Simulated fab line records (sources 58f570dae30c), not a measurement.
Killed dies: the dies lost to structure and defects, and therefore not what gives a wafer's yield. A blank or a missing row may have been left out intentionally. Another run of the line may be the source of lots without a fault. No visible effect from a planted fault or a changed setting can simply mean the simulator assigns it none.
One fault through the eyes of 2 desks :: flow berkeley-cmos170 :: numbers are kept per desk, each desk with only its own; the story behind them comes last

## FOR THE TOOL OWNER'S DESK: litho-track-02
At UCB170_CONTACT_SOFTBAKE_05 (time 60 s), the tool's own readings, given per lot that ran on this tool as the mean of the sampled wafers with a number. The brackets show how far a lot's mean lies from the usual mean; more than 4 standard deviations puts the lot out of limits, marked OUT.
Columns: A = chill-plate-temp-C at UCB170_CONTACT_SOFTBAKE_05, usual 23.00 C; B = heater-power-total-W at UCB170_CONTACT_SOFTBAKE_05, usual 56.81 W; C = plate-temp-C at UCB170_CONTACT_SOFTBAKE_05, usual 129.98 C
lot: L868
first seen here: day 7 15:31
A: 23.00
B: 56.81
C: 130.01

lot: L874
first seen here: day 9 00:56
A: 22.95
B: 56.76
C: 129.85

lot: L876
first seen here: day 9 19:20
A: 22.91
B: 55.12 (-36) OUT
C: 126.81 (-23) OUT

lot: L877
first seen here: day 10 09:52
A: 23.06
B: 55.06 (-37) OUT
C: 126.93 (-22) OUT
This desk's verdict: out of limits on L876, L877, starting with L876 at day 9 19:20 (heater-power-total-W at UCB170_CONTACT_SOFTBAKE_05). In limits: L868, L874.

## AT THE METROLOGY DESK
What the gauges read for every lot (on any tool): the sampled wafers with a number, averaged. The brackets show how far a lot's mean lies from the usual mean; more than 4 standard deviations puts the lot out of limits, marked OUT.
Columns: A = ACTIVE_OVL at UCB170_ACTIVE_OVL_MEAS_14, usual -3 nm; B = PLDD_TW at UCB170_PLDD_TW_MEAS_11, usual 1007
lot: L866
first seen here: day 4 05:34
A: 1
B: 1012

lot: L867
first seen here: day 4 17:54
A: -6
B: 1010

lot: L868
first seen here: day 4 22:37
A: -7
B: 998

lot: L870
first seen here: day 5 03:29
A: -9
B: 1012

lot: L872
first seen here: day 5 21:47
A: -9
B: 1003

lot: L874
first seen here: day 5 22:14
A: -1
B: 998

lot: L876
first seen here: day 6 13:31
A: -6
B: 1003

lot: L879
first seen here: day 7 01:01
A: -7
B: 1006

lot: L877
first seen here: day 7 01:35
A: -3
B: 998

lot: L880
first seen here: day 7 04:32
A: -1
B: 1006

lot: L882
first seen here: day 8 06:47
A: -7
B: 1016

lot: L884
first seen here: day 8 07:01
A: 1
B: 1002

lot: L887
first seen here: day 8 15:49
A: -3
B: 999

lot: L886
first seen here: day 8 16:05
A: -10
B: 1011
This desk's verdict: no lot among the 14 shows anything out of limits.

## ALL TOGETHER
The tool owner's desk had the chance to raise an alarm at day 9 19:20 on L876, L877.
Metrology desk: nothing out of limits seen.
The metrology desk has L876, L877 on record, within its limits.
Every lot named ran UCB170_CONTACT_SOFTBAKE_05 on litho-track-02.

## WHAT THE SIMULATOR PUT IN
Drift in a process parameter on litho-track-02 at UCB170_CONTACT_SOFTBAKE_05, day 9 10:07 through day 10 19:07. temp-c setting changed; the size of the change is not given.
Struck lots among those shown: L876, L877.
How many hours passed from the start of the fault until each desk's first out-of-limits reading: the tool owner's desk, 9.
